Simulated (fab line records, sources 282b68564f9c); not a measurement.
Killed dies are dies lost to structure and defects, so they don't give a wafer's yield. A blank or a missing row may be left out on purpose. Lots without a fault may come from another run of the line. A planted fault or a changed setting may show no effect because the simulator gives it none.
Tool commonality check | flow rit_cmos | 13 lots, 39 wafers sampled

WHY IT WAS OPENED
At RIT_PLDD_TW_MEAS_10 the reading PLDD_TW is flagged on 2 of 13 lots. Wafers without a fault read 2304, standard deviation 30.
Rule: a lot is flagged when every wafer of it that has a number lies more than 4 standard deviations from that mean, or none has a number. The other lots count as sound.

lot  | measured    | on            | PLDD_TW, wafer by wafer | flag
L943 | day 2 19:23 | film_metro-04 | 2344 2340 2353          |
L944 | day 2 23:38 | film_metro-01 | 2294 2300 2306          |
L945 | day 3 06:50 | film_metro-04 | 2351 2374 2367          |
L946 | day 3 11:10 | film_metro-01 | 2293 2298 2286          |
L947 | day 3 17:41 | film_metro-01 | 2284 2286 2288          |
L948 | day 3 21:16 | film_metro-01 | 2291 2287 2290          |
L949 | day 4 02:35 | film_metro-01 | 2306 2302 2308          |
L950 | day 4 06:44 | film_metro-01 | 2314 2302 2298          |
L952 | day 5 00:01 | film_metro-02 | 2329 2335 2329          |
L955 | day 5 16:42 | film_metro-01 | 2114 2114 2124          | FLAGGED
L956 | day 5 21:00 | film_metro-01 | 2125 2121 2126          | FLAGGED
L963 | day 6 23:34 | film_metro-01 | 2267 2277 2271          |
L966 | day 7 18:14 | film_metro-01 | 2284 2295 2281          |
The numbers of the flagged lots are 2121 on average: -183 against the usual, or -6 standard deviations.

WHICH TOOL RAN EACH LOT
The record holds 1 process step before the reading, out of a route of 202 steps. In each cell: the tool, then ch and the chambers that the sampled wafers went through, then the start.
lot  | flag    | RIT_PLDD_IMPLANT_08
L943 |         | implanter-03 ch 0, day 2 19:03
L944 |         | implanter-03 ch 0, day 2 23:19
L945 |         | implanter-04 ch 0, day 3 06:32
L946 |         | implanter-03 ch 0, day 3 10:52
L947 |         | implanter-04 ch 0, day 3 17:22
L948 |         | implanter-01 ch 0, day 3 20:58
L949 |         | implanter-03 ch 0, day 4 02:19
L950 |         | implanter-04 ch 0, day 4 06:25
L952 |         | implanter-01 ch 0, day 4 23:41
L955 | FLAGGED | implanter-04 ch 0, day 5 16:23
L956 | FLAGGED | implanter-04 ch 0, day 5 20:41
L963 |         | implanter-01 ch 0, day 6 23:16
L966 |         | implanter-03 ch 0, day 7 17:56
What these steps do:
- RIT_PLDD_IMPLANT_08
- RIT_PLDD_TW_MEAS_10

FLAGGED OVER TOTAL, TOOL BY TOOL (the gauges that took the reading come last)
step                | tool          | lots run | flagged | share of the flagged lots | sound lots run after its first flagged lot
RIT_PLDD_IMPLANT_08 | implanter-01  | 3        | 0       | none                      | -
RIT_PLDD_IMPLANT_08 | implanter-03  | 5        | 0       | none                      | -
RIT_PLDD_IMPLANT_08 | implanter-04  | 5        | 2       | all                       | 0
RIT_PLDD_TW_MEAS_10 | film_metro-01 | 10       | 2       | all                       | 2 (L963,L966)
RIT_PLDD_TW_MEAS_10 | film_metro-02 | 1        | 0       | none                      | -
RIT_PLDD_TW_MEAS_10 | film_metro-04 | 2        | 0       | none                      | -

WHAT THE TABLE ALLOWS
2 rows of the table ran every flagged lot: implanter-04 at RIT_PLDD_IMPLANT_08, film_metro-01 at RIT_PLDD_TW_MEAS_10.
- implanter-04 at RIT_PLDD_IMPLANT_08: 2 of its 5 lots flagged. Its last sound lot is L950 (day 4 06:25), its first flagged lot L955 (day 5 16:23): a fault that began between those two fits. Its own readings lie more than 4 standard deviations out on every wafer of the flagged lots: beam_energy_keV.
- film_metro-01 at RIT_PLDD_TW_MEAS_10: 2 of its 10 lots flagged. Sound lots ran on it after the first flagged one (L963, L966), which a lasting fault on the whole tool wouldn't allow.
One tool is left: implanter-04 at RIT_PLDD_IMPLANT_08.

WHAT THE SIMULATOR HAD PUT IN
Process parameter drift: implanter-04, from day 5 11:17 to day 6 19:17, at RIT_PLDD_IMPLANT_08. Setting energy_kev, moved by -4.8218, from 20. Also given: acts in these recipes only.
Lots struck among those shown: L955, L956. The rule above found the same.
